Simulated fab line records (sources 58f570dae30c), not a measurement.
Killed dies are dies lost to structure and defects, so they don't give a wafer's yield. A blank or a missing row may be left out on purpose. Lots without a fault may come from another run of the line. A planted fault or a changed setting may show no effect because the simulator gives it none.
Lot-split experiment + flow berkeley cmos170 + 23 wafers read across 5 lots, on a route 331 steps long

## ON THE SPLIT
At UCB170_PSD_IMPLANT_08, the setting dose cm2 was moved away from the recipe's 3e+15 on 9 of the 23 wafers read, by -4.3% to +5.5%. The other wafers ran this setting at the recipe's value.

## FROM THE SPLIT TO THE READING: what the file shows between them, 10 steps
- UCB170_PSD_STRIP_09: strips in O2
- UCB170_PSD_TW_MEAS_10
- UCB170_NSD_IMPLANT_08 (also split here: energy kev)
- UCB170_NSD_STRIP_09: strips in O2
- UCB170_NSD_TW_MEAS_10
- UCB170_BACKSIDE_SOFTBAKE_02: time 60 s (also split here: time s)
- UCB170_BACKSIDE_STRIP_03: strips in O2
- UCB170_BACKSIDE_CLEAN_04: cleans in SPM, time 600 s
- UCB170_SDANNEAL_RTA_00: time 10 s
- UCB170_SDANNEAL_RTA_01: time 5 s

## THE READING
At UCB170_SDANNEAL_RS_MEAS_02, a four-point-probe measurement gives PSD_RS in ohm/sq. Typical for fault-free wafers on this fab line: 75.66 ohm/sq, with standard deviation 0.29 ohm/sq.

| wafer  | tool, chamber at the split | dose cm2 as run | against the recipe | PSD_RS, ohm/sq | against lot-mates on the recipe |
|--------|----------------------------|-----------------|--------------------|----------------|---------------------------------|
| L077.2 | implanter-03, 0            | 3e+15           | recipe             | 75.99          | -                               |
| L077.4 | implanter-03, 0            | 3e+15           | recipe             | 75.78          | -                               |
| L077.5 | implanter-03, 0            | 3e+15           | recipe             | 76.15          | -                               |
| L076.1 | implanter-04, 0            | 3.14e+15        | +4.7%              | 73.35          | -2.73                           |
| L076.2 | implanter-04, 0            | 3e+15           | recipe             | 76.09          | -                               |
| L076.3 | implanter-04, 0            | 3e+15           | recipe             | 76.17          | -                               |
| L076.4 | implanter-04, 0            | 3.14e+15        | +4.7%              | 73.33          | -2.75                           |
| L076.5 | implanter-04, 0            | 3e+15           | recipe             | 75.99          | -                               |
| L075.1 | implanter-01, 0            | 2.926e+15       | -2.5%              | 77.04          | +1.22                           |
| L075.2 | implanter-01, 0            | 3e+15           | recipe             | 75.67          | -                               |
| L075.3 | implanter-01, 0            | 3e+15           | recipe             | 75.97          | -                               |
| L075.4 | implanter-01, 0            | 2.926e+15       | -2.5%              | 77.31          | +1.49                           |
| L075.5 | implanter-01, 0            | 2.926e+15       | -2.5%              | 77.13          | +1.31                           |
| L078.2 | implanter-03, 0            | 3e+15           | recipe             | 75.93          | -                               |
| L078.3 | implanter-03, 0            | 3e+15           | recipe             | 75.71          | -                               |
| L078.4 | implanter-03, 0            | 3e+15           | recipe             | 75.51          | -                               |
| L078.5 | implanter-03, 0            | 3.164e+15       | +5.5%              | 72.80          | -2.92                           |
| L078.6 | implanter-03, 0            | 3.164e+15       | +5.5%              | 72.65          | -3.07                           |
| L083.1 | implanter-03, 0            | 3e+15           | recipe             | 75.24          | -                               |
| L083.2 | implanter-03, 0            | 3e+15           | recipe             | 75.30          | -                               |
| L083.4 | implanter-03, 0            | 2.872e+15       | -4.3%              | 78.07          | +2.79                           |
| L083.5 | implanter-03, 0            | 2.872e+15       | -4.3%              | 78.21          | +2.93                           |
| L083.6 | implanter-03, 0            | 3e+15           | recipe             | 75.31          | -                               |

THE FIT
A straight line over all 23 wafers: PSD_RS changes by -0.548 ohm/sq for each +1% of dose cm2; r = -0.98; the points scatter about the line by 0.26 ohm/sq.
The same after taking each lot's own level away (the mean of its wafers on the recipe; 23 wafers): -0.587 ohm/sq for each +1%; r = -0.99; scatter 0.17 ohm/sq.
That fit puts the effect of the largest move of dose cm2 on the reading at 3.2 ohm/sq.
From 75.283 to 76.083 ohm/sq: that is the span of the lots' own levels, equal to 2.8 times the standard deviation above.
The two slopes are in agreement: the lot-to-lot level therefore moves the slope only a little.
Check: -3.25 ohm/sq against its lot-mates is what the line predicts for one of the wafers moved furthest among these (+5.5%) when that wafer is left out of the fit. It came out at -2.92 ohm/sq against them.

## OTHER SPLITS ON THESE WAFERS
Other splits were also applied to these wafers ahead of the reading. Each is held against what the fit with the lots' levels taken away leaves over:
| other split on the same wafers     | wafers away from the commonest value | r with PSD_RS (lot level and that fit taken away) |
|------------------------------------|--------------------------------------|---------------------------------------------------|
| UCB170_NSD_IMPLANT_08 energy kev   | 10                                   | +0.18                                             |
| UCB170_BACKSIDE_SOFTBAKE_02 time s | 12                                   | -0.16                                             |

## THE WHOLE CHAIN: every reading that the file lists as answering this split, in the file's order
| step                       | what it does                 | reading                  | change (the file's fit)              | r (the file's) |
|----------------------------|------------------------------|--------------------------|--------------------------------------|----------------|
| UCB170_PSD_STRIP_09        | strips in O2                 | strip time to endpoint s | withheld for each +1% of the setting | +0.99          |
| UCB170_PSD_TW_MEAS_10      |                              | PSD_TW                   | +7.97 for each +1% of the setting    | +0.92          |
| UCB170_SDANNEAL_RS_MEAS_02 | measures by four-point-probe | PSD_RS                   | -0.588 for each +1% of the setting   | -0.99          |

## THE FILE'S OWN FIT
PSD_RS changes by -0.588 ohm/sq for each +1% of dose cm2, r = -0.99.
